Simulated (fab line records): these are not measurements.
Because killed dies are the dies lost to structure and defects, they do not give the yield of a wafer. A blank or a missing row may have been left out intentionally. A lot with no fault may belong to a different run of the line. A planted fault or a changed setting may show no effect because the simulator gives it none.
Which tool is to blame?    flow ritCmos    45 wafers from 15 lots sampled at 4 of the route's 202 steps

## WHAT EACH GAUGE READ, for each wafer
RIT_ACTIVE_THK_MEAS_04.
lot   measured     on            ACTIVE_NITRIDE_THK (nm)
L913  day 1 13:32  filmMetro-04  148.7 148.4 147.7
L914  day 1 18:46  filmMetro-03  148.7 150.3 149.9
L915  day 2 01:57  filmMetro-03  149.8 149.6 148.8
L916  day 2 05:15  filmMetro-02  148.9 150.1 150.8
L918  day 2 15:56  filmMetro-04  184.6 185.4 183.6
L919  day 2 19:33  filmMetro-03  182.2 182.5 182.1
L920  day 3 01:19  filmMetro-04  184.5 184.0 182.8
L926  day 4 06:45  filmMetro-03  148.3 148.1 148.1
L928  day 4 16:59  filmMetro-03  150.7 149.5 150.8
L931  day 5 07:49  filmMetro-04  147.2 147.1 147.6
L932  day 5 12:46  filmMetro-02  151.7 152.0 150.5
L933  day 5 17:40  filmMetro-04  150.7 152.1 151.2
L934  day 5 22:32  filmMetro-02  148.4 148.8 147.5
L935  day 6 03:32  filmMetro-02  153.3 154.7 153.2
L936  day 6 09:22  filmMetro-02  148.3 147.4 147.8

RIT_NWELL_TW_MEAS_10.
lot   measured     on            NWELL_TW
L913  day 2 00:58  filmMetro-01  2168 2160 2163
L914  day 2 04:56  filmMetro-04  2181 2170 2182
L915  day 2 09:22  filmMetro-04  2169 2164 2180
L916  day 2 15:05  filmMetro-04  2172 2173 2171
L918  day 2 23:23  filmMetro-01  2157 2170 2173
L919  day 3 03:52  filmMetro-01  2172 2175 2172
L920  day 3 09:49  filmMetro-01  2170 2168 2170
L926  day 4 14:26  filmMetro-02  2113 2134 2116
L928  day 5 02:21  filmMetro-02  2130 2143 2134
L931  day 5 16:41  filmMetro-04  2174 2176 2180
L932  day 5 20:34  filmMetro-01  2162 2169 2172
L933  day 6 01:01  filmMetro-01  2158 2165 2164
L934  day 6 07:28  filmMetro-04  2167 2173 2169
L935  day 6 12:31  filmMetro-01  2183 2174 2184
L936  day 6 17:47  filmMetro-04  2174 2159 2164

## EACH LOT AND THE TOOL THAT RAN IT (in order: tool; ch and the chambers of the sampled wafers; start)
lot   RIT_ACTIVE_CVD_03           RIT_ACTIVE_ETCH_13
L913  lpcvd-01 ch 1, day 1 12:07  rieDiel-01 ch 1,2, day 1 14:43
L914  lpcvd-02 ch 1, day 1 17:21  rieDiel-04 ch 0,3, day 1 20:04
L915  lpcvd-01 ch 0, day 2 00:32  rieDiel-04 ch 0,1,2, day 2 03:07
L916  lpcvd-01 ch 0, day 2 03:07  rieDiel-02 ch 0,1,3, day 2 06:32
L918  lpcvd-01 ch 1, day 2 14:31  rieDiel-04 ch 0,3, day 2 17:11
L919  lpcvd-01 ch 0, day 2 18:07  rieDiel-04 ch 1,3, day 2 20:56
L920  lpcvd-01 ch 1, day 2 23:53  rieDiel-01 ch 0,1,2, day 3 02:50
L926  lpcvd-02 ch 0, day 4 05:19  rieDiel-04 ch 0,1,2, day 4 08:03
L928  lpcvd-02 ch 0, day 4 15:34  rieDiel-01 ch 1,2, day 4 18:10
L931  lpcvd-01 ch 1, day 5 06:24  rieDiel-02 ch 0,3, day 5 09:07
L932  lpcvd-01 ch 1, day 5 11:20  rieDiel-01 ch 2,3, day 5 14:04
L933  lpcvd-01 ch 0, day 5 16:15  rieDiel-01 ch 0,1,3, day 5 18:58
L934  lpcvd-02 ch 0, day 5 21:07  rieDiel-04 ch 0,3, day 5 23:50
L935  lpcvd-01 ch 0, day 6 02:07  rieDiel-01 ch 1,3, day 6 04:43
L936  lpcvd-02 ch 1, day 6 07:56  rieDiel-02 ch 0,1,2, day 6 10:41
- RIT_ACTIVE_CVD_03: deposits Si3N4 from SiH2Cl2/NH3, target thk 150 nm, time 1500 s.
- RIT_ACTIVE_ETCH_13: etches Si3N4 in SF6, stops on SiO2, time 210 s, target depth 210 nm.

## WHAT THE TOOLS THEMSELVES READ (means of the sampled wafers that have a number; where no wafer has one, the mark that the record gives instead)
RIT_ACTIVE_CVD_03.
lot   tool      pressureMtorr (mTorr)  spikeTcCentreC (C)  spikeTcLoadC (C)  spikeTcSourceC (C)
L913  lpcvd-01  299.7                  812.4               831.0             829
L914  lpcvd-02  299.8                  810.4               837.9             836
L915  lpcvd-01  300.3                  812.2               835.5             838
L916  lpcvd-01  299.9                  811.9               835.9             837
L918  lpcvd-01  300.2                  824.7               844.0             841
L919  lpcvd-01  300.5                  824.6               847.7             850
L920  lpcvd-01  299.8                  825.1               843.0             841
L926  lpcvd-02  300.6                  811.5               832.6             831
L928  lpcvd-02  300.9                  812.0               833.2             831
L931  lpcvd-01  300.0                  813.2               831.1             829
L932  lpcvd-01  299.1                  812.2               832.4             828
L933  lpcvd-01  300.0                  812.0               836.2             838
L934  lpcvd-02  299.4                  812.0               833.9             831
L935  lpcvd-01  299.6                  812.8               835.4             836
L936  lpcvd-02  299.7                  811.4               837.9             836

RIT_ACTIVE_ETCH_13.
lot   tool        drypumpMotorCurrentA (A)  oesProductAu (a.u.)  throttleValvePct (%)
L913  rieDiel-01  5.6                       0.821                7.49
L914  rieDiel-04  6.2                       0.808                7.59
L915  rieDiel-04  5.9                       0.812                7.53
L916  rieDiel-02  6.2                       0.819                7.39
L918  rieDiel-04  6.2                       0.906                7.60
L919  rieDiel-04  5.9                       0.915                7.47
L920  rieDiel-01  5.8                       0.925                7.47
L926  rieDiel-04  5.9                       0.808                7.53
L928  rieDiel-01  5.5                       0.823                7.54
L931  rieDiel-02  6.1                       0.812                7.38
L932  rieDiel-01  5.8                       0.824                7.40
L933  rieDiel-01  5.8                       0.824                7.45
L934  rieDiel-04  6.1                       0.809                7.53
L935  rieDiel-01  5.7                       0.825                7.44
L936  rieDiel-02  5.9                       0.821                7.37

## THE ANSWER, worked out from the rows above alone
Rule: the lots themselves supply what counts as usual. The widest of any qualifying gaps counts: lots, ordered by their means at a reading, are off when they make up no more than a third of the lots, leave a main group of 4 or more, and stand apart from it by 3 or more times the standard deviation of that group's means. A main group whose means are all the same, to the digits that the tables above print for the reading, isn't used. A lot without any number at a reading at which 4 lots or more have one is off too. Where the step has rows for the other lots, those lots are counted as sound. Order of review: gauges by route order, followed by the tools' own readings, for which a lot's mean as printed above is used. The first step at which some lot is off is used, and at that step the reading that is off furthest; a lot without a number counts as furthest.
Off: L918, L919, L920, at RIT_ACTIVE_THK_MEAS_04 (ACTIVE_NITRIDE_THK). Mean 149.6 nm and standard deviation 1.8 in the main group.
A tool fits if, at a process step before that reading, it ran every lot that is off, and no sound lot after the first of them. The gauges at RIT_ACTIVE_THK_MEAS_04 aren't tried: what is off there is off at RIT_ACTIVE_CVD_03 too, on other tools, and a gauge's error can't cause that. None of those tried fits.

## WHAT THE SIMULATOR HAD PUT IN
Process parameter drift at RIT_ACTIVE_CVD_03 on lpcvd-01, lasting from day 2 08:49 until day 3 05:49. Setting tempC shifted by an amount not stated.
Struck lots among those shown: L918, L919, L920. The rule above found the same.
